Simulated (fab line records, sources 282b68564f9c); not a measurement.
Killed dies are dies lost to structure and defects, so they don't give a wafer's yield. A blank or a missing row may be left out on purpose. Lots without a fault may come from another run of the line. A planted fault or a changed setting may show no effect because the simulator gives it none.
Which tool did it? | flow rit_cmos | 7 lots, 21 wafers sampled, at 2 steps of a route of 202

WHAT THE GAUGES READ, wafer by wafer
RIT_GATE_THK_MEAS_07.
lot  | measured    | on            | GATE_OXIDE_THK (nm)
L456 | day 2 18:18 | film_metro-02 | 3.07 3.06 3.04
L458 | day 3 05:24 | film_metro-02 | 2.99 3.06 3.01
L460 | day 3 16:44 | film_metro-02 | 3.00 3.07 3.06
L463 | day 4 01:41 | film_metro-01 | 3.03 2.96 3.08
L472 | day 6 00:07 | film_metro-01 | 3.07 3.13 3.14
L474 | day 6 09:45 | film_metro-03 | 3.15 3.07 3.05
L477 | day 7 04:49 | film_metro-01 | 3.08 3.09 3.09

WHICH TOOL RAN EACH LOT (tool, then ch and the chambers of the sampled wafers, then the start)
lot  | RIT_PRETRO_SOFTBAKE_02
L456 | litho_track-04 ch 0, day 2 12:13
L458 | litho_track-03 ch 0, day 3 01:43
L460 | litho_track-01 ch 0, day 3 13:01
L463 | litho_track-03 ch 0, day 3 22:38
L472 | litho_track-01 ch 0, day 5 20:20
L474 | litho_track-04 ch 0, day 6 06:20
L477 | litho_track-04 ch 0, day 7 01:43
- RIT_PRETRO_SOFTBAKE_02: time 60 s.

THE ANSWER, worked out from the rows above alone
Rule: what is usual is taken from the lots themselves. Put in order of their means at a reading, lots are off if they are a third of the lots or fewer, leave a main group of 4 or more, and stand apart from it by a gap of 3 or more times the standard deviation of the main group's means; of several such gaps the widest counts. A main group whose means are all the same, to the digits that the tables above print for the reading, isn't used. A lot without any number at a reading at which 4 lots or more have one is off too. The other lots that the step has rows for count as sound.
No lot is off at any reading shown: from this, nothing can be told.

WHAT THE SIMULATOR HAD PUT IN
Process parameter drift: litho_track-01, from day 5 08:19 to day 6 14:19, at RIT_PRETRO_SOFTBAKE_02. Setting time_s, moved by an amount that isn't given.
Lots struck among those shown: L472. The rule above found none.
